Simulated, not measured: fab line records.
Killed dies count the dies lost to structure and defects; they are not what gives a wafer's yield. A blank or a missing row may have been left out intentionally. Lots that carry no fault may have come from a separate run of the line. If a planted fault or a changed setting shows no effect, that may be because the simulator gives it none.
Tool commonality check -- flow berkeleyCmos170 -- 48 wafers sampled across 16 lots

## WHY IT WAS OPENED
Of 16 lots, 4 have the reading PVT_OVL flagged at UCB170_PVT_OVL_MEAS_06. No-fault wafers: 4 nm, standard deviation 5.3.
Rule: a lot is flagged when every wafer of it that has a number lies more than 4 standard deviations from that mean, or none has a number. As for the other lots, they are considered sound.

lot,measured,on,"PVT_OVL (nm), wafer by wafer",flag
L893,day 5 23:22,overlay-01,1 2 5,
L895,day 6 12:11,overlay-02,11 7 7,
L894,day 6 12:38,overlay-02,-2 -1 -2,
L897,day 6 20:42,overlay-02,-3 2 -10,
L896,day 6 20:59,overlay-02,7 -4 -1,
L899,day 7 11:36,overlay-01,13 7 4,
L900,day 7 11:50,overlay-02,-1 1 8,
L898,day 7 12:05,overlay-02,2 3 9,
L902,day 7 20:47,overlay-01,769 758 762,FLAGGED
L903,day 7 21:09,overlay-01,760 764 769,FLAGGED
L901,day 8 01:01,overlay-01,758 749 761,FLAGGED
L907,day 8 11:07,overlay-02,8 3 6,
L904,day 8 11:15,overlay-01,766 757 754,FLAGGED
L909,day 8 20:58,overlay-01,6 -1 1,
L912,day 9 17:05,overlay-02,5 14 7,
L914,day 10 01:29,overlay-01,6 -3 7,
Averaged over the flagged lots the numbers come to 761 nm, +757 nm from the usual (+99 or more standard deviations).

## WHICH TOOL EACH LOT WENT THROUGH
The record holds 1 process step before the reading, out of a route of 331 steps. Each cell gives the tool, then ch followed by the chambers the sampled wafers passed through, then the start.
lot,flag,UCB170_PVT_EXPOSE_03
L893,,"krfScanner-02 ch 0, day 5 22:58"
L895,,"krfScanner-02 ch 0, day 6 11:28"
L894,,"krfScanner-02 ch 0, day 6 11:55"
L897,,"krfScanner-01 ch 0, day 6 20:14"
L896,,"krfScanner-01 ch 0, day 6 20:22"
L899,,"krfScanner-02 ch 0, day 7 11:04"
L900,,"krfScanner-01 ch 0, day 7 11:27"
L898,,"krfScanner-02 ch 0, day 7 11:41"
L902,FLAGGED,"krfScanner-01 ch 0, day 7 20:04"
L903,FLAGGED,"krfScanner-01 ch 0, day 7 20:14"
L901,FLAGGED,"krfScanner-01 ch 0, day 8 00:19"
L907,,"krfScanner-02 ch 0, day 8 10:07"
L904,FLAGGED,"krfScanner-01 ch 0, day 8 10:22"
L909,,"krfScanner-02 ch 0, day 8 19:53"
L912,,"krfScanner-02 ch 0, day 9 16:27"
L914,,"krfScanner-02 ch 0, day 10 00:53"
These steps, and what they do:
- UCB170_PVT_EXPOSE_03: exposes mask NWELL, target cd 3000 nm.
- UCB170_PVT_OVL_MEAS_06

## FLAGGED OVER TOTAL, TOOL BY TOOL (the gauges that took the reading come last)
step,tool,lots run,flagged,share of the flagged lots,sound lots run after its first flagged lot
UCB170_PVT_EXPOSE_03,krfScanner-01,7,4,all,0
UCB170_PVT_EXPOSE_03,krfScanner-02,9,0,none,-
UCB170_PVT_OVL_MEAS_06,overlay-01,8,4,all,"2 (L909,L914)"
UCB170_PVT_OVL_MEAS_06,overlay-02,8,0,none,-

## WHAT THE TABLE ALLOWS
krfScanner-01 at UCB170_PVT_EXPOSE_03 and overlay-01 at UCB170_PVT_OVL_MEAS_06 are the 2 rows of the table that ran each flagged lot.
- krfScanner-01 at UCB170_PVT_EXPOSE_03: 4 of its 7 lots flagged. Its last sound lot is L900 (day 7 11:27), its first flagged lot L902 (day 7 20:04): a fault that began between those two fits.
- overlay-01 at UCB170_PVT_OVL_MEAS_06: 4 of its 8 lots flagged. Sound lots followed the first flagged one (L909, L914) on it, something a lasting fault affecting the whole tool could not allow.
krfScanner-01 at UCB170_PVT_EXPOSE_03 is the single tool remaining.

## WHAT HAD BEEN PUT IN BY THE SIMULATOR
Scanner matching overlay: krfScanner-01, from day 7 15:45 on, at UCB170_PVT_EXPOSE_03. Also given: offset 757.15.
Struck lots among those shown: L902, L903, L901, L904. The rule above found the same.
